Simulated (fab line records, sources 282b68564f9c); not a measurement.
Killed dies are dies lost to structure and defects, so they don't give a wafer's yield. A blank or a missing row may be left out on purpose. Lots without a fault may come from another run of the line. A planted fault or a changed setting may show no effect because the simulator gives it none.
Which tool did it? | flow rit_cmos | 14 lots, 42 wafers sampled, at 2 steps of a route of 202

WHAT THE GAUGES READ, wafer by wafer
The record holds no reading of a measuring or inspecting step that can be judged against a usual standard deviation.

WHICH TOOL RAN EACH LOT (tool, then ch and the chambers of the sampled wafers, then the start)
lot  | RIT_PLDD_STRIP_09                   | RIT_M1_PROBE_99
L650 | plasma_asher-04 ch 0,1, day 2 21:16 | -
L651 | plasma_asher-03 ch 1, day 3 03:14   | -
L652 | plasma_asher-03 ch 0,1, day 3 07:02 | -
L653 | plasma_asher-02 ch 0,1, day 3 11:42 | -
L654 | plasma_asher-03 ch 0,1, day 3 22:22 | -
L655 | plasma_asher-02 ch 0,1, day 3 23:40 | -
L656 | plasma_asher-04 ch 0, day 4 02:10   | -
L658 | plasma_asher-02 ch 0,1, day 4 16:26 | prober-02, day 5 06:22
L660 | plasma_asher-02 ch 0,1, day 5 05:21 | prober-02, day 5 18:59
L663 | plasma_asher-03 ch 0,1, day 5 20:01 | -
L666 | plasma_asher-03 ch 0, day 6 12:50   | -
L669 | plasma_asher-04 ch 0,1, day 7 01:17 | -
L671 | plasma_asher-04 ch 0,1, day 7 14:37 | -
L673 | plasma_asher-04 ch 0,1, day 7 21:19 | -
- RIT_PLDD_STRIP_09: strips in O2, time 180 s.
- RIT_M1_PROBE_99

WHAT THE TOOLS THEMSELVES READ (means of the sampled wafers that have a number; where no wafer has one, the mark that the record gives instead)
RIT_PLDD_STRIP_09. Usual: drypump_motor_current_A 6.0 A, standard deviation 0.47.
lot  | tool            | drypump_motor_current_A (A) | flag
L650 | plasma_asher-04 | 6.4                         |
L651 | plasma_asher-03 | 5.7                         |
L652 | plasma_asher-03 | 5.9                         |
L653 | plasma_asher-02 | 5.5                         |
L654 | plasma_asher-03 | 6.0                         |
L655 | plasma_asher-02 | 5.5                         |
L656 | plasma_asher-04 | 6.3                         |
L658 | plasma_asher-02 | 5.5                         |
L660 | plasma_asher-02 | 5.5                         |
L663 | plasma_asher-03 | 5.8                         |
L666 | plasma_asher-03 | 6.0                         |
L669 | plasma_asher-04 | 6.4                         |
L671 | plasma_asher-04 | 6.4                         |
L673 | plasma_asher-04 | 6.5                         |

RIT_M1_PROBE_99. Usual: killed_at_M0_to_M3 0.0, standard deviation 0.083; killed_at_contacts 0.1, standard deviation 0.23; killed_at_front_end 7, standard deviation 3.1; killed_dies 7, standard deviation 3.1; killed_on_rim 1.8, standard deviation 1.4; killed_open 3.3, standard deviation 2; killed_short 3.6, standard deviation 1.9.
lot  | tool      | killed_at_M0_to_M3 | killed_at_contacts | killed_at_front_end | killed_dies | killed_on_rim | killed_open | killed_short | flag
L658 | prober-02 | 0.0                | 0.0                | 35                  | 35          | 9.7           | 2.3         | 3.7          | OFF
L660 | prober-02 | 0.0                | 0.0                | 35                  | 35          | 8.7           | 2.7         | 3.7          | OFF

THE ANSWER, worked out from the rows above alone
Rule: a lot is off if the mean of its wafers that have a number lies more than 3 standard deviations from the usual mean. A lot without any number at a reading at which 4 lots or more have one is off too. The other lots that the step has rows for count as sound. The gauges are gone through in route order, then the tools' own readings, and for those a lot's mean is taken as printed above. The first step at which some lot is off is used, and at that step the reading that is off furthest; a lot without a number counts as furthest.
Off: L658, L660, at RIT_M1_PROBE_99 (killed_at_front_end). Neither off nor sound, because the step has no rows for them: L650, L651, L652, L653, L654, L655, L656, L663, L666, L669, L671, L673.
A tool fits if, at that step or a process step before it, it ran every lot that is off, and no sound lot after the first of them. Can't be told from this: 2 tools fit, plasma_asher-02 at RIT_PLDD_STRIP_09, prober-02 at RIT_M1_PROBE_99.

WHAT THE SIMULATOR HAD PUT IN
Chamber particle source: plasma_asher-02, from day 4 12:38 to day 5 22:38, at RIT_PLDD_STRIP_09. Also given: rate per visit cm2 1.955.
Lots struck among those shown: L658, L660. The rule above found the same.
